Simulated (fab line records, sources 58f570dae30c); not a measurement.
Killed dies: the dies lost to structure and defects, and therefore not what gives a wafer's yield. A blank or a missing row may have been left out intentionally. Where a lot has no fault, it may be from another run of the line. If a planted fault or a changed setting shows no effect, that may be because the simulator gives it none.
Which tool did it? / flow berkeley_cmos170 / Sampling: 14 lots, 42 wafers, 5 of 331 route steps

== WHAT EACH GAUGE READ, for each wafer ==
UCB170_START_THK_MEAS_03.
lot=L380; measured=day 1 15:00; on=film_metro-03; START_OXIDE_THK (nm)=20.4 20.5 20.6
lot=L381; measured=day 1 19:03; on=film_metro-02; START_OXIDE_THK (nm)=20.1 20.1 19.8
lot=L383; measured=day 2 03:49; on=film_metro-02; START_OXIDE_THK (nm)=20.0 20.3 20.4
lot=L385; measured=day 2 12:43; on=film_metro-03; START_OXIDE_THK (nm)=19.0 19.5 19.3
lot=L384; measured=day 2 12:44; on=film_metro-04; START_OXIDE_THK (nm)=20.6 20.4 20.3
lot=L386; measured=day 2 19:23; on=film_metro-04; START_OXIDE_THK (nm)=19.6 19.8 19.7
lot=L388; measured=day 3 07:26; on=film_metro-04; START_OXIDE_THK (nm)=20.2 19.9 20.0
lot=L389; measured=day 3 11:40; on=film_metro-04; START_OXIDE_THK (nm)=19.5 19.7 19.6
lot=L394; measured=day 4 11:44; on=film_metro-04; START_OXIDE_THK (nm)=20.0 20.2 20.1
lot=L396; measured=day 4 21:50; on=film_metro-02; START_OXIDE_THK (nm)=20.6 20.2 20.3
lot=L397; measured=day 5 02:04; on=film_metro-04; START_OXIDE_THK (nm)=20.1 20.1 20.1
lot=L399; measured=day 5 12:54; on=film_metro-04; START_OXIDE_THK (nm)=20.0 20.2 20.2
lot=L401; measured=day 6 01:50; on=film_metro-03; START_OXIDE_THK (nm)=19.9 19.9 19.9
lot=L402; measured=day 6 01:50; on=film_metro-04; START_OXIDE_THK (nm)=20.0 19.7 19.6

UCB170_NWELL_THK_MEAS_02.
lot=L380; measured=day 2 02:12; on=film_metro-03; NWELL_OXIDE_THK (nm)=27.2 27.3 27.0
lot=L381; measured=day 2 02:13; on=film_metro-02; NWELL_OXIDE_THK (nm)=26.5 26.6 26.9
lot=L383; measured=day 2 13:06; on=film_metro-03; NWELL_OXIDE_THK (nm)=26.3 26.0 26.5
lot=L385; measured=day 2 21:15; on=film_metro-02; NWELL_OXIDE_THK (nm)=25.9 25.6 25.7
lot=L384; measured=day 2 21:16; on=film_metro-03; NWELL_OXIDE_THK (nm)=25.2 25.1 25.8
lot=L386; measured=day 3 03:20; on=film_metro-03; NWELL_OXIDE_THK (nm)=25.6 25.5 24.9
lot=L388; measured=day 3 18:54; on=film_metro-01; NWELL_OXIDE_THK (nm)=26.2 26.0 26.1
lot=L389; measured=day 3 18:51; on=film_metro-03; NWELL_OXIDE_THK (nm)=25.5 26.1 25.5
lot=L394; measured=day 4 15:56; on=film_metro-02; NWELL_OXIDE_THK (nm)=26.1 25.8 26.1
lot=L396; measured=day 5 06:23; on=film_metro-01; NWELL_OXIDE_THK (nm)=25.3 25.4 25.1
lot=L397; measured=day 5 11:17; on=film_metro-02; NWELL_OXIDE_THK (nm)=25.8 25.8 25.9
lot=L399; measured=day 6 03:10; on=film_metro-02; NWELL_OXIDE_THK (nm)=26.2 26.3 26.1
lot=L401; measured=day 6 10:32; on=film_metro-01; NWELL_OXIDE_THK (nm)=26.3 25.7 26.3
lot=L402; measured=day 6 10:14; on=film_metro-02; NWELL_OXIDE_THK (nm)=26.3 25.8 26.6

UCB170_NLDD_CD_MEAS_06 targets a cd of 1200 nm.
lot=L380; measured=day 5 19:31; on=cd_sem-01; cd_nm (nm)=1199.1 1199.7 1200.3
lot=L381; measured=day 5 18:32; on=cd_sem-01; cd_nm (nm)=1200.6 1201.7 1202.0
lot=L383; measured=day 6 09:19; on=cd_sem-02; cd_nm (nm)=1199.3 1198.4 1198.5
lot=L385; measured=day 6 23:28; on=cd_sem-01; cd_nm (nm)=1201.2 1201.9 1201.8
lot=L384; measured=day 7 01:29; on=cd_sem-01; cd_nm (nm)=1198.0 1199.4 1200.3
lot=L386; measured=day 7 10:21; on=cd_sem-01; cd_nm (nm)=1199.4 1200.1 1199.2
lot=L388; measured=day 7 09:50; on=cd_sem-01; cd_nm (nm)=1202.4 1201.3 1201.5
lot=L389; measured=day 7 09:32; on=cd_sem-01; cd_nm (nm)=1199.4 1201.5 1201.7
lot=L394; measured=day 8 15:29; on=cd_sem-01; cd_nm (nm)=1198.9 1200.5 1199.4
lot=L396; measured=day 9 22:38; on=cd_sem-02; cd_nm (nm)=1030.9 1029.8 1031.1
lot=L397; measured=day 9 18:09; on=cd_sem-01; cd_nm (nm)=1031.9 1033.9 1033.0
lot=L399; measured=day 10 05:32; on=cd_sem-02; cd_nm (nm)=1198.9 1199.1 1198.9
lot=L401; measured=day 10 06:07; on=cd_sem-02; cd_nm (nm)=1198.0 1198.5 1198.2
lot=L402; measured=day 10 20:48; on=cd_sem-01; cd_nm (nm)=1200.7 1201.6 1202.2

== TOOL THAT RAN EACH LOT (tool first, then ch and the chambers of the sampled wafers, then the start) ==
lot=L380; UCB170_NWELL_STRIP_15=plasma_asher-02 ch 0,1, day 2 08:34; UCB170_NLDD_PEB_04=litho_track-02 ch 0, day 5 19:14
lot=L381; UCB170_NWELL_STRIP_15=plasma_asher-04 ch 0, day 2 08:10; UCB170_NLDD_PEB_04=litho_track-04 ch 0, day 5 18:16
lot=L383; UCB170_NWELL_STRIP_15=plasma_asher-04 ch 0,1, day 2 21:02; UCB170_NLDD_PEB_04=litho_track-04 ch 0, day 6 09:03
lot=L385; UCB170_NWELL_STRIP_15=plasma_asher-04 ch 0,1, day 3 05:11; UCB170_NLDD_PEB_04=litho_track-04 ch 0, day 6 23:12
lot=L384; UCB170_NWELL_STRIP_15=plasma_asher-01 ch 0,1, day 3 04:59; UCB170_NLDD_PEB_04=litho_track-02 ch 0, day 7 01:11
lot=L386; UCB170_NWELL_STRIP_15=plasma_asher-02 ch 0,1, day 3 12:16; UCB170_NLDD_PEB_04=litho_track-04 ch 0, day 7 10:05
lot=L388; UCB170_NWELL_STRIP_15=plasma_asher-04 ch 0,1, day 4 02:11; UCB170_NLDD_PEB_04=litho_track-04 ch 0, day 7 09:35
lot=L389; UCB170_NWELL_STRIP_15=plasma_asher-02 ch 0,1, day 4 01:52; UCB170_NLDD_PEB_04=litho_track-04 ch 0, day 7 09:15
lot=L394; UCB170_NWELL_STRIP_15=plasma_asher-01 ch 0,1, day 4 23:56; UCB170_NLDD_PEB_04=litho_track-02 ch 0, day 8 15:13
lot=L396; UCB170_NWELL_STRIP_15=plasma_asher-02 ch 0,1, day 5 14:47; UCB170_NLDD_PEB_04=litho_track-04 ch 0, day 9 22:21
lot=L397; UCB170_NWELL_STRIP_15=plasma_asher-02 ch 0,1, day 5 19:06; UCB170_NLDD_PEB_04=litho_track-04 ch 0, day 9 17:53
lot=L399; UCB170_NWELL_STRIP_15=plasma_asher-01 ch 0,1, day 6 10:35; UCB170_NLDD_PEB_04=litho_track-02 ch 0, day 10 05:16
lot=L401; UCB170_NWELL_STRIP_15=plasma_asher-01 ch 0,1, day 6 17:38; UCB170_NLDD_PEB_04=litho_track-03 ch 0, day 10 05:51
lot=L402; UCB170_NWELL_STRIP_15=plasma_asher-01 ch 0,1, day 6 19:32; UCB170_NLDD_PEB_04=litho_track-03 ch 0, day 10 20:32
- UCB170_NWELL_STRIP_15: strips in O2.
- UCB170_NLDD_PEB_04

== AS READ BY THE TOOLS THEMSELVES (means over the sampled wafers that have a number; for cases with no such wafer, the mark the record gives instead) ==
UCB170_NWELL_STRIP_15.
lot=L380; tool=plasma_asher-02; drypump_motor_current_A (A)=5.6; o2_flow_sccm (sccm)=400.9; oes_product_au (a.u.)=0.718; strip_time_to_endpoint_s (s)=18.00
lot=L381; tool=plasma_asher-04; drypump_motor_current_A (A)=5.9; o2_flow_sccm (sccm)=400.6; oes_product_au (a.u.)=0.721; strip_time_to_endpoint_s (s)=17.98
lot=L383; tool=plasma_asher-04; drypump_motor_current_A (A)=5.2; o2_flow_sccm (sccm)=399.5; oes_product_au (a.u.)=0.720; strip_time_to_endpoint_s (s)=18.13
lot=L385; tool=plasma_asher-04; drypump_motor_current_A (A)=5.2; o2_flow_sccm (sccm)=399.6; oes_product_au (a.u.)=0.723; strip_time_to_endpoint_s (s)=17.97
lot=L384; tool=plasma_asher-01; drypump_motor_current_A (A)=6.0; o2_flow_sccm (sccm)=401.1; oes_product_au (a.u.)=0.721; strip_time_to_endpoint_s (s)=18.06
lot=L386; tool=plasma_asher-02; drypump_motor_current_A (A)=5.7; o2_flow_sccm (sccm)=400.1; oes_product_au (a.u.)=0.722; strip_time_to_endpoint_s (s)=18.02
lot=L388; tool=plasma_asher-04; drypump_motor_current_A (A)=5.2; o2_flow_sccm (sccm)=398.3; oes_product_au (a.u.)=0.722; strip_time_to_endpoint_s (s)=18.10
lot=L389; tool=plasma_asher-02; drypump_motor_current_A (A)=5.8; o2_flow_sccm (sccm)=398.7; oes_product_au (a.u.)=0.721; strip_time_to_endpoint_s (s)=17.88
lot=L394; tool=plasma_asher-01; drypump_motor_current_A (A)=6.2; o2_flow_sccm (sccm)=400.3; oes_product_au (a.u.)=0.721; strip_time_to_endpoint_s (s)=17.92
lot=L396; tool=plasma_asher-02; drypump_motor_current_A (A)=5.7; o2_flow_sccm (sccm)=400.1; oes_product_au (a.u.)=0.718; strip_time_to_endpoint_s (s)=18.00
lot=L397; tool=plasma_asher-02; drypump_motor_current_A (A)=5.8; o2_flow_sccm (sccm)=400.1; oes_product_au (a.u.)=0.721; strip_time_to_endpoint_s (s)=17.96
lot=L399; tool=plasma_asher-01; drypump_motor_current_A (A)=5.9; o2_flow_sccm (sccm)=400.4; oes_product_au (a.u.)=0.717; strip_time_to_endpoint_s (s)=18.00
lot=L401; tool=plasma_asher-01; drypump_motor_current_A (A)=5.9; o2_flow_sccm (sccm)=399.8; oes_product_au (a.u.)=0.716; strip_time_to_endpoint_s (s)=17.95
lot=L402; tool=plasma_asher-01; drypump_motor_current_A (A)=5.9; o2_flow_sccm (sccm)=398.3; oes_product_au (a.u.)=0.721; strip_time_to_endpoint_s (s)=17.97

UCB170_NLDD_PEB_04.
lot=L380; tool=litho_track-02; heater_power_total_W (W)=56.83; plate_temp_C (C)=129.88
lot=L381; tool=litho_track-04; heater_power_total_W (W)=56.81; plate_temp_C (C)=129.81
lot=L383; tool=litho_track-04; heater_power_total_W (W)=56.83; plate_temp_C (C)=130.00
lot=L385; tool=litho_track-04; heater_power_total_W (W)=56.80; plate_temp_C (C)=130.14
lot=L384; tool=litho_track-02; heater_power_total_W (W)=56.78; plate_temp_C (C)=129.88
lot=L386; tool=litho_track-04; heater_power_total_W (W)=56.86; plate_temp_C (C)=130.09
lot=L388; tool=litho_track-04; heater_power_total_W (W)=56.84; plate_temp_C (C)=129.97
lot=L389; tool=litho_track-04; heater_power_total_W (W)=56.81; plate_temp_C (C)=130.08
lot=L394; tool=litho_track-02; heater_power_total_W (W)=56.80; plate_temp_C (C)=130.10
lot=L396; tool=litho_track-04; heater_power_total_W (W)=48.90; plate_temp_C (C)=116.02
lot=L397; tool=litho_track-04; heater_power_total_W (W)=48.86; plate_temp_C (C)=115.93
lot=L399; tool=litho_track-02; heater_power_total_W (W)=56.86; plate_temp_C (C)=129.99
lot=L401; tool=litho_track-03; heater_power_total_W (W)=56.83; plate_temp_C (C)=130.06
lot=L402; tool=litho_track-03; heater_power_total_W (W)=56.81; plate_temp_C (C)=129.95

== THE ANSWER, worked out from the rows above alone ==
Rule: what is usual is taken from the lots themselves. The widest of any qualifying gaps counts: lots, ordered by their means at a reading, are off when they make up no more than a third of the lots, leave a main group of 4 or more, and stand apart from it by 3 or more times the standard deviation of that group's means. The tables above print the reading to a certain number of digits; a main group whose means all agree to those digits is not used. Also off: a lot with no number at a reading for which 4 or more lots have one. Where the step has rows for the other lots, those lots are counted as sound. The gauges are gone through in route order, then the tools' own readings, and for those a lot's mean is taken as printed above. The first step at which some lot is off is used, and at that step the reading that is off furthest; a lot without a number counts as furthest.
Off: L396, L397, at UCB170_NLDD_CD_MEAS_06 (cd_nm). The main group has a mean of 1200.1 nm with a standard deviation of 1.2.
If a tool, at a process step before that reading, ran all the lots that are off and no sound lot after the first of them, it fits. Not tried: the gauges at UCB170_NLDD_CD_MEAS_06; whatever is off there is also off at UCB170_NLDD_PEB_04, on other tools, and gauge error can't account for it. 2 tools fit, plasma_asher-02 at UCB170_NWELL_STRIP_15 and litho_track-04 at UCB170_NLDD_PEB_04, so this cannot tell which one it is.

== WHAT THE SIMULATOR HAD INSERTED ==
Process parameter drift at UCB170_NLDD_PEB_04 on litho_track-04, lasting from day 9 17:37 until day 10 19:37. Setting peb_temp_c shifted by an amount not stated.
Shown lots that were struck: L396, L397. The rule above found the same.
